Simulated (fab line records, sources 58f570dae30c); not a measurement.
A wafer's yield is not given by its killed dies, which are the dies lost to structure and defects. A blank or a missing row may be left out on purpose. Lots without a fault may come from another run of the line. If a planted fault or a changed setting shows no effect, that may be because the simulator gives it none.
Which tool is to blame? || flow berkeley cmos170 || 13 lots, 39 wafers sampled, at 2 steps of a route of 331

== WHAT THE GAUGES SHOWED, per wafer ==
UCB170_PWELL_THK_MEAS_06. Usual: PWELL_NITRIDE_THK 219.7 nm, standard deviation 2.4.
{"lot": "L527", "measured": "day 3 02:30", "on": "film metro-02", "PWELL_NITRIDE_THK (nm)": "218.7 219.7 221.5", "flag": ""}
{"lot": "L528", "measured": "day 3 10:04", "on": "film metro-02", "PWELL_NITRIDE_THK (nm)": "223.8 223.9 222.6", "flag": ""}
{"lot": "L529", "measured": "day 3 10:01", "on": "film metro-01", "PWELL_NITRIDE_THK (nm)": "221.9 220.8 221.4", "flag": ""}
{"lot": "L530", "measured": "day 3 15:11", "on": "film metro-01", "PWELL_NITRIDE_THK (nm)": "222.1 221.4 220.2", "flag": ""}
{"lot": "L535", "measured": "day 4 20:11", "on": "film metro-01", "PWELL_NITRIDE_THK (nm)": "307.5 305.4 306.3 307.3 305.4 306.0", "flag": "OFF"}
{"lot": "L536", "measured": "day 4 20:11", "on": "film metro-04", "PWELL_NITRIDE_THK (nm)": "304.1 305.3 304.3 303.9 305.5 304.0", "flag": "OFF"}
{"lot": "L537", "measured": "day 5 08:16", "on": "film metro-04", "PWELL_NITRIDE_THK (nm)": "303.9 301.0 303.2 303.8 300.5 303.6", "flag": "OFF"}
{"lot": "L541", "measured": "day 6 03:54", "on": "film metro-04", "PWELL_NITRIDE_THK (nm)": "220.0 220.2 222.4", "flag": ""}
{"lot": "L543", "measured": "day 6 03:54", "on": "film metro-01", "PWELL_NITRIDE_THK (nm)": "224.2 224.4 224.0", "flag": ""}
{"lot": "L542", "measured": "day 6 11:11", "on": "film metro-04", "PWELL_NITRIDE_THK (nm)": "218.5 217.5 216.8", "flag": ""}
{"lot": "L548", "measured": "day 7 17:39", "on": "film metro-02", "PWELL_NITRIDE_THK (nm)": "220.7 222.8 221.7", "flag": ""}
{"lot": "L549", "measured": "day 7 17:40", "on": "film metro-04", "PWELL_NITRIDE_THK (nm)": "222.3 223.4 223.5", "flag": ""}
{"lot": "L550", "measured": "day 7 22:54", "on": "film metro-02", "PWELL_NITRIDE_THK (nm)": "221.0 222.5 220.4", "flag": ""}

== TOOL THAT RAN EACH LOT (tool first, then ch and the chambers of the sampled wafers, then the start) ==
{"lot": "L527", "UCB170_PWELL_CVD_05": "lpcvd-02 ch 1, day 3 00:35"}
{"lot": "L528", "UCB170_PWELL_CVD_05": "lpcvd-01 ch 1, day 3 07:58"}
{"lot": "L529", "UCB170_PWELL_CVD_05": "lpcvd-01 ch 1, day 3 07:58"}
{"lot": "L530", "UCB170_PWELL_CVD_05": "lpcvd-01 ch 1, day 3 13:07"}
{"lot": "L535", "UCB170_PWELL_CVD_05": "lpcvd-02 ch 1, day 4 17:18"}
{"lot": "L536", "UCB170_PWELL_CVD_05": "lpcvd-02 ch 0, day 4 17:18"}
{"lot": "L537", "UCB170_PWELL_CVD_05": "lpcvd-02 ch 0, day 5 05:23"}
{"lot": "L541", "UCB170_PWELL_CVD_05": "lpcvd-01 ch 1, day 6 01:59"}
{"lot": "L543", "UCB170_PWELL_CVD_05": "lpcvd-01 ch 0, day 6 01:59"}
{"lot": "L542", "UCB170_PWELL_CVD_05": "lpcvd-01 ch 1, day 6 09:16"}
{"lot": "L548", "UCB170_PWELL_CVD_05": "lpcvd-01 ch 1, day 7 15:43"}
{"lot": "L549", "UCB170_PWELL_CVD_05": "lpcvd-01 ch 1, day 7 15:43"}
{"lot": "L550", "UCB170_PWELL_CVD_05": "lpcvd-01 ch 0, day 7 20:58"}
- UCB170_PWELL_CVD_05: deposits Si3N4 from SiH2Cl2/NH3, target thk 220 nm, time 3300 s.

== WHAT THE TOOLS THEMSELVES READ (means of the sampled wafers that have a number; where no wafer has one, the mark that the record gives instead) ==
UCB170_PWELL_CVD_05. Usual: nh3 flow sccm 75.02 sccm, standard deviation 0.24; spike tc centre C 802.5 C, standard deviation 1.3; spike tc load C 824.9 C, standard deviation 1.6; spike tc source C 822.6 C, standard deviation 2.1; susceptor temp C 800.0 C, standard deviation 0.37.
{"lot": "L527", "tool": "lpcvd-02", "nh3 flow sccm (sccm)": 75.08, "spike tc centre C (C)": 803.2, "spike tc load C (C)": 824.3, "spike tc source C (C)": 821.8, "susceptor temp C (C)": 799.7, "flag": ""}
{"lot": "L528", "tool": "lpcvd-01", "nh3 flow sccm (sccm)": 75.16, "spike tc centre C (C)": 801.9, "spike tc load C (C)": 825.5, "spike tc source C (C)": 824.3, "susceptor temp C (C)": 800.3, "flag": ""}
{"lot": "L529", "tool": "lpcvd-01", "nh3 flow sccm (sccm)": 75.00, "spike tc centre C (C)": 802.6, "spike tc load C (C)": 826.5, "spike tc source C (C)": 825.0, "susceptor temp C (C)": 799.9, "flag": ""}
{"lot": "L530", "tool": "lpcvd-01", "nh3 flow sccm (sccm)": 75.26, "spike tc centre C (C)": 802.9, "spike tc load C (C)": 825.5, "spike tc source C (C)": 825.5, "susceptor temp C (C)": 800.1, "flag": ""}
{"lot": "L535", "tool": "lpcvd-02", "nh3 flow sccm (sccm)": 74.93, "spike tc centre C (C)": 821.7, "spike tc load C (C)": 845.4, "spike tc source C (C)": 839.8, "susceptor temp C (C)": 818.3, "flag": "OFF"}
{"lot": "L536", "tool": "lpcvd-02", "nh3 flow sccm (sccm)": 75.18, "spike tc centre C (C)": 820.1, "spike tc load C (C)": 841.6, "spike tc source C (C)": 842.2, "susceptor temp C (C)": 818.3, "flag": "OFF"}
{"lot": "L537", "tool": "lpcvd-02", "nh3 flow sccm (sccm)": 75.29, "spike tc centre C (C)": 820.8, "spike tc load C (C)": 841.2, "spike tc source C (C)": 842.3, "susceptor temp C (C)": 818.3, "flag": "OFF"}
{"lot": "L541", "tool": "lpcvd-01", "nh3 flow sccm (sccm)": 74.68, "spike tc centre C (C)": 802.3, "spike tc load C (C)": 825.7, "spike tc source C (C)": 825.3, "susceptor temp C (C)": 800.4, "flag": ""}
{"lot": "L543", "tool": "lpcvd-01", "nh3 flow sccm (sccm)": 74.97, "spike tc centre C (C)": 801.9, "spike tc load C (C)": 825.8, "spike tc source C (C)": 821.0, "susceptor temp C (C)": 799.9, "flag": ""}
{"lot": "L542", "tool": "lpcvd-01", "nh3 flow sccm (sccm)": 74.80, "spike tc centre C (C)": 802.3, "spike tc load C (C)": 827.0, "spike tc source C (C)": 824.3, "susceptor temp C (C)": 800.4, "flag": ""}
{"lot": "L548", "tool": "lpcvd-01", "nh3 flow sccm (sccm)": 75.08, "spike tc centre C (C)": 801.9, "spike tc load C (C)": 824.8, "spike tc source C (C)": 824.2, "susceptor temp C (C)": 799.8, "flag": ""}
{"lot": "L549", "tool": "lpcvd-01", "nh3 flow sccm (sccm)": 74.82, "spike tc centre C (C)": 802.5, "spike tc load C (C)": 825.8, "spike tc source C (C)": 825.4, "susceptor temp C (C)": 800.3, "flag": ""}
{"lot": "L550", "tool": "lpcvd-01", "nh3 flow sccm (sccm)": 74.91, "spike tc centre C (C)": 801.9, "spike tc load C (C)": 824.5, "spike tc source C (C)": 819.0, "susceptor temp C (C)": 800.2, "flag": ""}

== THE ANSWER, worked out from the rows above alone ==
Rule: a lot is off if the mean of its wafers that have a number lies more than 3 standard deviations from the usual mean. Also off: a lot with no number at a reading for which 4 or more lots have one. The other lots that the step has rows for count as sound. First the gauges in route order, then the tools' own readings, where a lot's mean is used as printed above. The first step at which some lot is off is used, and at that step the reading that is off furthest; a lot without a number counts as furthest.
Off: L535, L536, L537, at UCB170_PWELL_THK_MEAS_06 (PWELL_NITRIDE_THK).
If a tool, at a process step before that reading, ran all the lots that are off and no sound lot after the first of them, it fits. The gauges at UCB170_PWELL_THK_MEAS_06 aren't tried: what is off there is off at UCB170_PWELL_CVD_05 too, on other tools, and a gauge's error can't cause that. One fits: lpcvd-02 at UCB170_PWELL_CVD_05. A fault onset in the window from L527 (day 3 00:35, its last sound lot) to L535 (day 4 17:18, its first lot off) fits.
The tool's own readings at UCB170_PWELL_CVD_05 bear it out: on the lots that are off they differ by more than 5 times the standard deviation of the sound lots' means. spike tc centre C reads 820.9 C there against 802.3 C on the sound lots; spike tc load C reads 842.7 C there against 825.5 C on the sound lots; spike tc source C reads 841.4 C there against 823.6 C on the sound lots; susceptor temp C reads 818.3 C there against 800.1 C on the sound lots.

== WHAT THE SIMULATOR HAD INSERTED ==
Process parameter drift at UCB170_PWELL_CVD_05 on lpcvd-02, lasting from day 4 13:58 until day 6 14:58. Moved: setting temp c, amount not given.
Struck lots among those shown: L536, L535, L537. The same result came from the rule above.
